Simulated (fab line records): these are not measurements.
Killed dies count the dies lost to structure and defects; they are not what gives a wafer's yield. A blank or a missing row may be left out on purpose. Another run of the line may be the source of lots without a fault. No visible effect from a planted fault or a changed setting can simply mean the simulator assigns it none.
The tool behind it: which one? -- flow ritCmos -- Sampling: 13 lots, 39 wafers, 3 of 202 route steps

## WHAT THE GAUGES SHOWED, per wafer
RIT_M1_RS_MEAS_01: a four-point-probe measurement. Usual: M1_AL_RS 0.0738 ohm/sq, standard deviation 0.00085.
lot,measured,on,M1_AL_RS (ohm/sq),flag
L559,day 3 10:14,filmMetro-01,0.0731 0.0745 0.0737,
L561,day 3 20:34,filmMetro-01,0.0740 0.0745 0.0742,
L562,day 3 22:15,filmMetro-01,0.0742 0.0732 0.0724,
L564,day 4 10:31,filmMetro-01,0.0737 0.0748 0.0749,
L565,day 4 13:35,filmMetro-01,0.0751 0.0743 0.0750,
L567,day 5 02:05,filmMetro-01,0.0737 0.0741 0.0729,
L569,day 5 11:34,filmMetro-01,0.0735 0.0740 0.0727,
L573,day 6 07:44,filmMetro-04,0.0523 0.0747 0.0524,OFF
L577,day 7 04:35,filmMetro-01,0.0731 0.0729 0.0733,
L578,day 7 08:01,filmMetro-03,0.0749 0.0737 0.0750,
L580,day 7 16:11,filmMetro-04,0.0727 0.0733 0.0716,
L581,day 7 22:37,filmMetro-04,0.0739 0.0740 0.0728,
L582,day 8 01:58,filmMetro-04,0.0744 0.0732 0.0728,

RIT_M1_THK_MEAS_02: measures by xrf. Usual: M1_AL_THK 396 nm, standard deviation 4.9.
lot,measured,on,M1_AL_THK (nm),flag
L559,day 3 10:22,filmMetro-01,398 394 398,
L561,day 3 20:40,filmMetro-01,395 395 396,
L562,day 3 22:22,filmMetro-01,393 399 404,
L564,day 4 10:38,filmMetro-01,399 390 390,
L565,day 4 13:40,filmMetro-01,392 396 389,
L567,day 5 02:11,filmMetro-01,397 392 401,
L569,day 5 11:41,filmMetro-01,394 393 401,
L573,day 6 07:52,filmMetro-04,557 391 553,OFF
L577,day 7 04:41,filmMetro-01,396 398 398,
L578,day 7 08:08,filmMetro-03,387 393 387,
L580,day 7 16:17,filmMetro-04,403 400 407,
L581,day 7 22:43,filmMetro-04,396 394 404,
L582,day 8 02:05,filmMetro-04,391 395 397,

## WHAT TOOL EACH LOT RAN ON (gives the tool, then ch and the chambers of the sampled wafers, and finally the start)
lot,RIT_M1_SPUTTER_00
L559,"pvdSputter-03, day 3 09:56"
L561,"pvdSputter-01, day 3 20:15"
L562,"pvdSputter-04, day 3 21:58"
L564,"pvdSputter-04, day 4 10:14"
L565,"pvdSputter-03, day 4 13:14"
L567,"pvdSputter-01, day 5 01:46"
L569,"pvdSputter-01, day 5 11:16"
L573,"pvdSputter-01, day 6 07:27"
L577,"pvdSputter-03, day 7 04:16"
L578,"pvdSputter-04, day 7 07:42"
L580,"pvdSputter-04, day 7 15:51"
L581,"pvdSputter-03, day 7 22:16"
L582,"pvdSputter-04, day 8 01:40"
- RIT_M1_SPUTTER_00: material Al, target thk 400 nm, time 500 s.

## AS READ BY THE TOOLS THEMSELVES (means over the sampled wafers that have a number; for cases with no such wafer, the mark the record gives instead)
RIT_M1_SPUTTER_00. Usual: chamberPressurePa 0.3999 Pa, standard deviation 0.00083; substrateTempC 25.00 C, standard deviation 0.1; throttleValvePct 29.8 %, standard deviation 0.89.
lot,tool,chamberPressurePa (Pa),substrateTempC (C),throttleValvePct (%),flag
L559,pvdSputter-03,0.4002,25.04,29.7,
L561,pvdSputter-01,0.3997,24.96,30.6,
L562,pvdSputter-04,0.3991,24.89,29.4,
L564,pvdSputter-04,0.4004,25.07,30.0,
L565,pvdSputter-03,0.4002,24.98,30.3,
L567,pvdSputter-01,0.4001,24.99,30.3,
L569,pvdSputter-01,0.4004,25.05,30.5,
L573,pvdSputter-01,0.3999,24.97,30.2,
L577,pvdSputter-03,0.4005,24.99,30.3,
L578,pvdSputter-04,0.4000,25.05,29.9,
L580,pvdSputter-04,0.3996,25.03,29.5,
L581,pvdSputter-03,0.3999,25.00,29.5,
L582,pvdSputter-04,0.4006,25.07,29.4,

## THE ANSWER, worked out from the rows above alone
Rule: a lot is off if the mean of its wafers that have a number lies more than 3 standard deviations from the usual mean. A lot without any number at a reading at which 4 lots or more have one is off too. The other lots that the step has rows for count as sound. After the gauges, taken in route order, come the tools' own readings; for these a lot's mean is taken, as printed above. At the first step where some lot is off, the reading lying furthest off is the one used; lots without a number count as furthest.
Off: L573, seen at RIT_M1_RS_MEAS_01 (M1_AL_RS).
A tool fits if, at a process step before that reading, it ran every lot that is off, and no sound lot after the first of them. Gauges at RIT_M1_RS_MEAS_01: tried the same way as those tools. One candidate fits, namely pvdSputter-01 at RIT_M1_SPUTTER_00. A fault onset in the window from L569 (day 5 11:16, its last sound lot) to L573 (day 6 07:27, its first lot off) fits.

## WHAT HAD BEEN PUT IN BY THE SIMULATOR
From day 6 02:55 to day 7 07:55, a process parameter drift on pvdSputter-01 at RIT_M1_SPUTTER_00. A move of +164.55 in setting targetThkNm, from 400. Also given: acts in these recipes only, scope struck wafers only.
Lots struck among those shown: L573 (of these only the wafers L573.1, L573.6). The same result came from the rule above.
